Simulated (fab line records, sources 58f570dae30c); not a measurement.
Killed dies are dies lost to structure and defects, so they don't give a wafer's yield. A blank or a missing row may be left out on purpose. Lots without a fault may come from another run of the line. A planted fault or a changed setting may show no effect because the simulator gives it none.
fab line records | flow berkeley_cmos170
record lots=6 wafers=18 last_day=12
route steps=331 shown NLDD@159 SPACER@171 PSD@175
lots that met no fault: from a run of the same line without faults
start_h: hours from the record's first day to the start of the lot's first wafer shown | wait_h: hours since the lot's step before | " the same as in the row above | L1.1+2: a row that stands for several wafers | - no value, or no start given | * or withheld: withheld | < > ~ a bound
route shown NAME@n: a module of which the file shows steps, and the number in the route of the first | usual: mean/standard deviation of fault-free wafers | same: alike in all rows | chamber/n: place in a boat | sites: the reading at each site | _std_site: their standard deviation | _edge_site: outer sites' mean less inner sites' | radius_mm: how far each site lies from the wafer's centre | mask NAME#n: copy n | behind: the tool/chamber that last shaped the wafer | hold: why the lot was held/for how many hours/how that ended | device: the transistor (n, p or np) that didn't switch | end of line: the same wafers' tests at the end of the route | a step without rows: its recipe alone | killed: dies lost to structure and defects at the first sort, not the wafer's yield | map: a wafer's dies, x killed, . not, _ none there
set.NAME: the setting as run; set.NAME@STEP: as run at that earlier step | model.NAME: the simulator's own value behind a step, which no gauge read
lots at some steps of the route; a table a step, a row a wafer
services: from which hour (start_h, from the record's first day; less than 0 if before it) a tool's chamber was out of use, for how many hours, and why
## steps
# step UCB170_NLDD_COAT_01
# recipe resist=KrF spin_rpm=1500 resist_thk_nm=900
# step UCB170_NLDD_SOFTBAKE_02
# recipe resist=KrF temp_c=130 time_s=60
# step UCB170_NLDD_EXPOSE_03
# recipe mask_id=NSELECT na=0.5 sigma_outer=0.6 source_shape=conventional target_cd_nm=1200 dose_mj=30
# step UCB170_NLDD_PEB_04
# recipe peb_temp_c=130 peb_time_s=withheld resist=KrF
# step UCB170_NLDD_DEVELOP_05
# recipe developer=TMAH develop_time_s=45 resist=KrF dev_temp_c=21
# step UCB170_NLDD_CD_MEAS_06
# recipe target_cd_nm=1200
# usual cd_nm=1200.0/1.4
# columns lot.wafer tool chamber start_h wait_h cd_nm
L304.1 cd_sem-02 - 146.43 - 1201.5
L304.2 " - " " 1200.9
L304.4 " - " " 1199.2
L310.2 cd_sem-02 - 160.84 - 1199.0
L310.4 " - " " 1198.8
L310.5 " - " " 1199.1
L317.1 cd_sem-01 - 209.25 - 1197.3
L317.3 " - " " 1198.4
L317.4 " - " " 1197.2
L320.1 cd_sem-01 - 220.71 - 1201.0
L320.2 " - " " 1200.7
L320.4 " - " " 1201.7
L324.2 cd_sem-01 - 235.66 - 1202.5
L324.4 " - " " 1202.4
L324.5 " - " " 1202.6
L325.2 cd_sem-01 - 246.25 - 1199.6
L325.3 " - " " 1200.9
L325.4 " - " " 1199.4
# step UCB170_NLDD_OVL_MEAS_07
# usual NLDD_OVL=5/5
# columns lot.wafer tool chamber start_h wait_h NLDD_OVL[nm]
L304.1 overlay-02 - 146.55 0.1 21
L304.2 " - " " 18
L304.4 " - " " 12
L310.2 overlay-02 - 160.95 0.1 5
L310.4 " - " " 5
L310.5 " - " " 12
L317.1 overlay-01 - 209.37 0.1 -2
L317.3 " - " " 6
L317.4 " - " " -2
L320.1 overlay-01 - 220.83 0.1 1
L320.2 " - " " 2
L320.4 " - " " -1
L324.2 overlay-01 - 235.77 0.1 -1
L324.4 " - " " -3
L324.5 " - " " 4
L325.2 overlay-01 - 246.35 0.1 8
L325.3 " - " " 2
L325.4 " - " " 10
# step UCB170_NLDD_IMPLANT_08
# recipe species=As dose_cm2=5e+13 energy_kev=30 tilt_deg=7 rotation_deg=0
# step UCB170_NLDD_IMPLANT_09
# recipe species=As dose_cm2=5e+13 energy_kev=30 tilt_deg=7 rotation_deg=180
# step UCB170_NLDD_STRIP_10
# recipe chemistry=O2 power_w=400 pressure_mtorr=3500 platen_temp_c=withheld o2_flow_sccm=400 overash_fraction=0.5
# usual chamber_pressure_mTorr=3500/3.1 drypump_motor_current_A=5.69/0.28 oes_product_au=0.735/0.0045 strip_time_to_endpoint_s=21.65/0.055
# same overash_fraction=0.5
# columns lot.wafer tool chamber start_h wait_h chamber_pressure_mTorr drypump_motor_current_A oes_product_au rf_hours_counter_h strip_time_to_endpoint_s
L304.1 plasma_asher-01 0 146.89 0.1 3501 5.39 0.741 44 21.66
L304.2 " 1 " " 3502 5.54 0.732 44 21.63
L304.4 " 1 " " 3495 5.56 0.730 - 21.66
L310.2 plasma_asher-03 1 161.28 0.1 3503 6.21 0.733 39 21.63
L310.4 " 1 " " 3495 6.22 0.736 - 21.60
L310.5 " 0 " " 3500 5.68 0.733 - 21.63
L317.1 plasma_asher-02 1 209.70 0.1 3497 5.43 0.738 50 21.72
L317.3 " 1 " " 3502 5.46 0.733 - 21.60
L317.4 " 0 " " 3500 5.61 0.736 - 21.69
L320.1 plasma_asher-01 1 221.17 0.1 3501 5.54 0.738 52 21.60
L320.2 " 0 " " 3498 5.42 0.740 52 21.63
L320.4 " 1 " " 3500 5.54 0.732 - 21.61
L324.2 plasma_asher-02 1 236.10 0.1 3494 5.48 0.740 53 21.71
L324.4 " 1 " " 3495 5.46 0.737 - 21.74
L324.5 " 0 " " 3504 5.60 0.744 - 21.69
L325.2 plasma_asher-03 0 246.68 0.1 3501 5.66 0.729 48 21.68
L325.3 " 0 " " 3504 5.68 0.734 - 21.75
L325.4 " 1 " " 3497 6.20 0.731 - 21.63
# step UCB170_NLDD_TW_MEAS_11
# usual NLDD_TW=2224/14
# columns lot.wafer tool chamber start_h wait_h NLDD_TW
L304.1 film_metro-03 - 146.99 0.1 2211
L304.2 " - " " 2207
L304.4 " - " " 2216
L310.2 film_metro-02 - 161.39 0.1 2232
L310.4 " - " " 2243
L310.5 " - " " 2233
L317.1 film_metro-02 - 209.80 0.1 2226
L317.3 " - " " 2224
L317.4 " - " " 2219
L320.1 film_metro-03 - 221.27 0.1 2209
L320.2 " - " " 2225
L320.4 " - " " 2216
L324.2 film_metro-03 - 236.21 0.1 2208
L324.4 " - " " 2218
L324.5 " - " " 2221
L325.2 film_metro-02 - 246.79 0.1 2237
L325.3 " - " " 2256
L325.4 " - " " 2252
# step UCB170_NLDD_CLEAN_12
# recipe chemistry=SPM temp_c=120 time_s=600
# step UCB170_SPACER_CVD_00
# recipe material=SiO2 target_thk_nm=376 temp_c=390 precursor=TEOS/O2 time_s=47 rf_w=550 pressure_mtorr=9000
# usual heater_power_w=269/49
# columns lot.wafer tool chamber start_h wait_h heater_power_w model.SiO2_of_SPACER_CVD_00.thk_nm
L304.1 pecvd-01 2 147.40 0.0 356 375.1
L304.2 " 1 " " 250 377.1
L304.4 " 0 " " 252 380.2
L310.2 pecvd-02 0 161.63 0.0 297 375.8
L310.4 " 2 " " 274 380.6
L310.5 " 0 " " 300 377.9
L317.1 pecvd-01 2 210.61 0.0 361 416.2
L317.3 " 1 " " 232 413.4
L317.4 " 1 " " 244 427
L320.1 pecvd-01 2 221.64 0.0 344 411.4
L320.2 " 0 " " 289 419.5
L320.4 " 0 " " 290 425.2
L324.2 pecvd-02 1 236.43 0.0 292 371.6
L324.4 " 0 " " 326 375.7
L324.5 " 1 " " 308 378.2
L325.2 pecvd-03 2 247.05 0.0 229 372.3
L325.3 " 1 " " 184 369.7
L325.4 " 2 " " 237 376.7
# step UCB170_SPACER_THK_MEAS_01
# recipe reads=SiO2_of_SPACER_CVD_00
# usual SPACER_TEOS_THK=377/4.6
# columns lot.wafer tool chamber start_h wait_h SPACER_TEOS_THK[nm]
L304.1 film_metro-03 - 147.44 0.0 375
L304.2 " - " " 377
L304.4 " - " " 380
L310.2 film_metro-04 - 161.68 0.0 376
L310.4 " - " " 380
L310.5 " - " " 378
L317.1 film_metro-03 - 210.65 0.0 416
L317.3 " - " " 413
L317.4 " - " " 427
L320.1 film_metro-01 - 221.69 0.0 411
L320.2 " - " " 419
L320.4 " - " " 425
L324.2 film_metro-03 - 236.48 0.0 371
L324.4 " - " " 376
L324.5 " - " " 378
L325.2 film_metro-03 - 247.10 0.0 372
L325.3 " - " " 369
L325.4 " - " " 377
# step UCB170_SPACER_ANNEAL_02
# recipe temp_c=900 time_s=1800 ambient=N2
# step UCB170_SPACER_ETCHBACK_03
# recipe stop_on=Si target=SiO2 chemistry=CHF3/CF4/Ar CHF3_flow_sccm=50 cf4_flow_sccm=10 Ar_flow_sccm=120 pressure_mtorr=200 rf_w=500 target_depth_a=3760 time_s=100
# usual CHF3_flow_sccm=50.01/0.15 chamber_pressure_mTorr=200.00/0.2 drypump_motor_current_A=5.5/0.43 oes_product_au=0.900/0.016 throttle_valve_pct=6.46/0.081
# columns lot.wafer tool chamber start_h wait_h CHF3_flow_sccm chamber_pressure_mTorr drypump_motor_current_A oes_product_au rf_hours_counter_h throttle_valve_pct model.etch.depth_nm
L304.1 rie_diel-02 3 152.25 0.0 50.10 199.67 5.3 0.919 89 6.56 375.1
L304.2 " 1 " " 49.90 200.17 5.4 0.907 127 6.31 377.1
L304.4 " 0 " " 50.17 199.99 5.5 0.905 1 6.38 380.2
L310.2 rie_diel-04 2 165.49 0.0 50.06 199.65 5.7 0.879 106 6.38 375.8
L310.4 " 3 " " 50.31 199.96 5.6 0.914 15 6.56 380.6
L310.5 " 1 " " 50.04 199.96 6.1 0.885 - 6.49 377.9
L317.1 rie_diel-01 3 215.72 0.0 50.07 199.89 5.0 0.941 76 6.48 416.2
L317.3 " 0 " " 50.30 199.88 5.8 0.985 130 6.57 413.4
L317.4 " 3 " " 49.86 200.06 5.0 0.948 - 6.48 422.5
L320.1 rie_diel-02 2 225.89 0.0 50.01 200.16 6.1 0.974 86 6.40 411.4
L320.2 " 1 " " 50.08 200.08 5.4 0.983 131 6.29 419.5
L320.4 " 3 " " 50.14 200.35 5.3 0.997 93 6.59 425.2
L324.2 rie_diel-01 2 241.41 0.0 49.91 199.99 4.9 0.898 52 6.46 371.6
L324.4 " 3 " " 49.91 200.23 5.0 0.878 78 6.45 375.7
L324.5 " 0 " " 49.94 200.24 5.8 0.924 - 6.55 378.2
L325.2 rie_diel-02 3 250.70 0.0 50.07 200.11 5.3 0.901 94 6.57 372.3
L325.3 " 0 " " 50.05 200.02 5.5 0.886 6 6.37 369.7
L325.4 " 1 " " 49.94 199.87 5.4 0.899 132 6.30 376.7
# step UCB170_PSD_HMDS_00
# recipe prime_time_s=60 prime_temp_c=100
## services
# columns tool chamber start_h hours kind
pecvd-01 - 130.11 5.0 repair
rie_diel-01 3 132.53 2.7 repair
pecvd-03 - 135.50 14.0 pm
pecvd-03 0 135.50 14.0 vent_cycle
pecvd-03 1 135.50 14.0 vent_cycle
pecvd-03 2 135.50 14.0 vent_cycle
pecvd-02 1 140.14 8.8 repair
pecvd-03 0 149.50 - clean
plasma_asher-01 - 154.59 2.8 pm
pecvd-01 0 167.29 6.1 repair
plasma_asher-03 - 177.32 1.8 repair
rie_diel-01 1 190.45 4.4 repair
pecvd-02 - 191.22 0.8 repair
rie_diel-04 - 191.56 15.6 pm
rie_diel-01 1 194.82 - clean
rie_diel-01 1 194.82 28.9 scheduled_down
rie_diel-01 1 194.82 28.9 vent_cycle
rie_diel-02 - 203.51 2.8 pm
rie_diel-01 0 206.49 8.7 repair
rie_diel-04 3 224.69 3.4 repair
pecvd-01 - 242.50 14.0 pm
pecvd-01 0 242.50 14.0 vent_cycle
pecvd-01 1 242.50 14.0 vent_cycle
pecvd-01 2 242.50 14.0 vent_cycle
## key
first_sign step=UCB170_SPACER_THK_MEAS_01 reading=SPACER_TEOS_THK direction=up sigmas=9.2 usual=377 struck=419
effect step=UCB170_SPACER_ETCHBACK_03 reading=oes_product_au direction=up sigmas=4.3 usual=0.900 struck=0.971
model_effect step=UCB170_SPACER_CVD_00 value=SiO2_of_SPACER_CVD_00.thk_nm without=377 struck=418.8
model_effect step=UCB170_SPACER_ETCHBACK_03 value=etch.depth_nm without=377 struck=418
met_at UCB170_SPACER_CVD_00
struck_wafers L317.1,L317.3,L317.4,L320.1,L320.2,L320.4
later_rows_left_out L317.4
sort_left_out L317.1,L317.3,L317.4,L320.1,L320.2,L320.4
tester_left_out L317,L320
onset_between 147.40 210.61
fault kind=process_parameter_drift tool=pecvd-01 chamber=- onset_h=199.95 steps=UCB170_SPACER_CVD_00 channel=target_thk_nm offset=41.903 shape=step end_h=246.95 acts_in=these_recipes_only stated=376
# tester_left_out: of these lots the tester's yield and bins aren't shown, on N5 and GAA mostly nor the transistor test; their killed dies are dies lost to structure and defects alone, not to doping, threshold or leakage, so they don't give the yield
# sort_left_out: the simulated sort isn't trusted on such a fault, so these wafers' sort isn't shown, and their yield isn't known
# later_rows_left_out: the simulator's readings of these wafers behind a module that went badly wrong aren't trusted and aren't shown, but for the sort
